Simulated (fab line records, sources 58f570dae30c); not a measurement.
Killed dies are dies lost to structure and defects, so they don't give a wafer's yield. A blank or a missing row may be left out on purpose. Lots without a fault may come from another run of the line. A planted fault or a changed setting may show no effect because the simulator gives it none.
Split-lot experiment | flow berkeley_cmos170 | 5 lots, 23 wafers read, on a route of 331 steps

THE SPLIT
At UCB170_CONTACT_COAT_04 (resist thk 900 nm), the setting spin_rpm was moved away from the recipe's 1500 rpm on 8 of the 23 wafers read, by -4.7% to +6.5%. The other wafers ran this setting at the recipe's value.

The reading is taken at the split's own step.

THE READING
KrF_of_CONTACT_COAT_04.thk_nm (the simulator's own value, which no gauge read), in nm, at UCB170_CONTACT_COAT_04 (resist thk 900 nm). The file gives no usual value for it. The 15 wafers here that ran the recipe average 898.8 nm, standard deviation 2.5 nm.

wafer  | tool, chamber at the split | spin_rpm as run, rpm | against the recipe | KrF_of_CONTACT_COAT_04.thk_nm, nm | against lot-mates on the recipe
L074.1 | litho_track-04, 0          | 1500                 | recipe             | 902.5                             | -
L074.2 | litho_track-04, 0          | 1429                 | -4.7%              | 924.6                             | +23.2
L074.4 | litho_track-04, 0          | 1429                 | -4.7%              | 921.5                             | +20.1
L074.5 | litho_track-04, 0          | 1500                 | recipe             | 900.3                             | -
L074.6 | litho_track-04, 0          | 1429                 | -4.7%              | 924.3                             | +22.9
L077.1 | litho_track-04, 0          | 1471                 | -1.9%              | 903.6                             | +9.4
L077.6 | litho_track-04, 0          | 1471                 | -1.9%              | 903.6                             | +9.4
L077.2 | litho_track-04, 0          | 1500                 | recipe             | 894.2                             | -
L077.5 | litho_track-04, 0          | 1500                 | recipe             | 894.2                             | -
L077.4 | litho_track-04, 0          | 1471                 | -1.9%              | 902.8                             | +8.6
L079.2 | litho_track-02, 0          | 1500                 | recipe             | 897.7                             | -
L079.5 | litho_track-02, 0          | 1500                 | recipe             | 895.4                             | -
L079.6 | litho_track-02, 0          | 1500                 | recipe             | 898.9                             | -
L083.1 | litho_track-04, 0          | 1500                 | recipe             | 900.3                             | -
L083.2 | litho_track-04, 0          | 1597                 | +6.5%              | 871.8                             | -28.3
L083.3 | litho_track-04, 0          | 1500                 | recipe             | 900.5                             | -
L083.4 | litho_track-04, 0          | 1500                 | recipe             | 899.6                             | -
L083.5 | litho_track-04, 0          | 1597                 | +6.5%              | 872.1                             | -28.0
L082.2 | litho_track-02, 0          | 1500                 | recipe             | 897.9                             | -
L082.3 | litho_track-02, 0          | 1500                 | recipe             | 901.2                             | -
L082.5 | litho_track-02, 0          | 1500                 | recipe             | 901.2                             | -
L082.4 | litho_track-02, 0          | 1500                 | recipe             | 900.3                             | -
L082.6 | litho_track-02, 0          | 1500                 | recipe             | 898.2                             | -

THE FIT
A straight line over all 23 wafers: KrF_of_CONTACT_COAT_04.thk_nm changes by -4.46 nm for each +1% of spin_rpm; r = -0.97; the points scatter about the line by 3 nm.
The same after taking each lot's own level away (the mean of its wafers on the recipe; 23 wafers): -4.5 nm for each +1%; r = -1.00; scatter 1.2 nm.
On that fit, the largest move of spin_rpm shifts the reading by 29 nm.
The lots' own levels span 894.20 to 901.40 nm, that is 2.9 times the standard deviation above.
So the lot-to-lot level changes the slope little: the two slopes agree.
Check: with one of the wafers moved furthest among these (+6.5%) left out of the fit, the line predicts -29.1 nm for it against its lot-mates. It came out at -28.3 nm against them.

OTHER SPLITS ON THESE WAFERS
These wafers also went through other splits before the reading. Each is held against what the fit with the lots' levels taken away leaves over:
other split on the same wafers                 | wafers away from the commonest value | r with KrF_of_CONTACT_COAT_04.thk_nm (lot level and that fit taken away)
UCB170_PLDD_COAT_01 resist_thk_nm              | 10                                   | +0.25
UCB170_NLDD_IMPLANT_09 dose_cm2                | 8                                    | -0.07
UCB170_NSD_PEB_04 peb_temp_c                   | 9                                    | +0.02
UCB170_BACKSIDE_HMDS_00 prime_time_s           | 2                                    | -0.01
UCB170_SILICIDE_SPUTTER_01 chamber_pressure_pa | 18                                   | +0.11

THE WHOLE CHAIN: every reading that the file lists as answering this split, in the file's order
step                    | what it does      | reading                                                                        | change (the file's fit)              | r (the file's)
UCB170_CONTACT_COAT_04  | resist thk 900 nm | KrF_of_CONTACT_COAT_04.thk_nm (the simulator's own value, which no gauge read) | -4.48 nm for each +1% of the setting | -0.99
UCB170_CONTACT_STRIP_06 | strips in O2      | strip_time_to_endpoint_s                                                       | withheld for each +1% of the setting | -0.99

THE FILE'S OWN FIT
KrF_of_CONTACT_COAT_04.thk_nm changes by -4.48 nm for each +1% of spin_rpm, r = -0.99.
